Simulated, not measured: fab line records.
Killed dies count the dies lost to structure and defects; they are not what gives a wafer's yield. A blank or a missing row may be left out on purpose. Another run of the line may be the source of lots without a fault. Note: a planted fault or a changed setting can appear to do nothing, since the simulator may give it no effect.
The same fault as seen by 2 desks / flow berkeley cmos170 / only its own numbers are on each desk; what lay behind them is given at the end

== AT THE TOOL OWNER'S DESK: pvd sputter-02 ==
The tool's own readings at UCB170_M1_SPUTTER_00 (material Al, target thk 600 nm, time 80 s): means of the sampled wafers that have a number, for each lot that ran on this tool. Any lot whose mean is over 4 standard deviations away from the usual mean is out of limits and marked OUT; that distance is given in the brackets.
Columns: A = throttle valve pct at UCB170_M1_SPUTTER_00, usual 29.8 %
lot=L626; first seen here=day 8 14:43; A=29.8
lot=L627; first seen here=day 8 16:07; A=29.7
lot=L632; first seen here=day 9 15:43; A=30.0
lot=L634; first seen here=day 9 23:49; A=29.2
Finding of this desk: none of the 4 lots has anything out of limits.

== FROM THE METROLOGY DESK ==
Lot by lot, what the gauges showed, no matter which tool ran the lot: averages of those sampled wafers that carry a number. Any lot whose mean is over 4 standard deviations away from the usual mean is out of limits and marked OUT; that distance is given in the brackets. Only the readings that lie furthest out on some lot appear, 7 of the 13 it has.
Columns: A = cd nm at UCB170_CONTACT_CD_MEAS_15, usual 699.9 nm; B = CONTACT_OVL at UCB170_CONTACT_OVL_MEAS_16, usual 4 nm; C = M1_AL_RS at UCB170_M1_RS_MEAS_01, usual 0.0489 ohm/sq; D = M1_AL_THK at UCB170_M1_THK_MEAS_02, usual 604 nm; E = cd nm at UCB170_M1_CD_MEAS_09, usual 699.8 nm; F = V1_BOW at UCB170_V1_BOW_MEAS_03, usual 19 um; G = cd nm at UCB170_V1_CD_MEAS_12, usual 699.5 nm
lot=L626; first seen here=day 8 13:56; A=699.7; B=-2; C=0.0483; D=611; E=699.4; F=21; G=698.5
lot=L627; first seen here=day 8 15:24; A=699.5; B=13; C=0.0491; D=599; E=698.3; F=16; G=700.7
lot=L632; first seen here=day 9 15:00; A=699.5; B=4; C=0.0481; D=619; E=699.5; F=19; G=698.0
lot=L634; first seen here=day 9 23:06; A=698.4; B=-0; C=0.0477; D=619; E=698.9; F=19; G=699.1
lot=L640; first seen here=day 11 07:13; A=700.6; B=4; C=0.0489; D=605; E=698.6; F=18; G=696.8
lot=L642; first seen here=day 12 02:49; A=699.9; B=3; C=0.0493; D=592; E=698.9; F=11; G=698.8
Finding of this desk: none of the 6 lots has anything out of limits.

== TAKEN TOGETHER ==
Nothing out of limits was seen by the tool owner's desk.
Nothing out of limits was seen by the metrology desk.

== WHAT WAS PUT IN BY THE SIMULATOR ==
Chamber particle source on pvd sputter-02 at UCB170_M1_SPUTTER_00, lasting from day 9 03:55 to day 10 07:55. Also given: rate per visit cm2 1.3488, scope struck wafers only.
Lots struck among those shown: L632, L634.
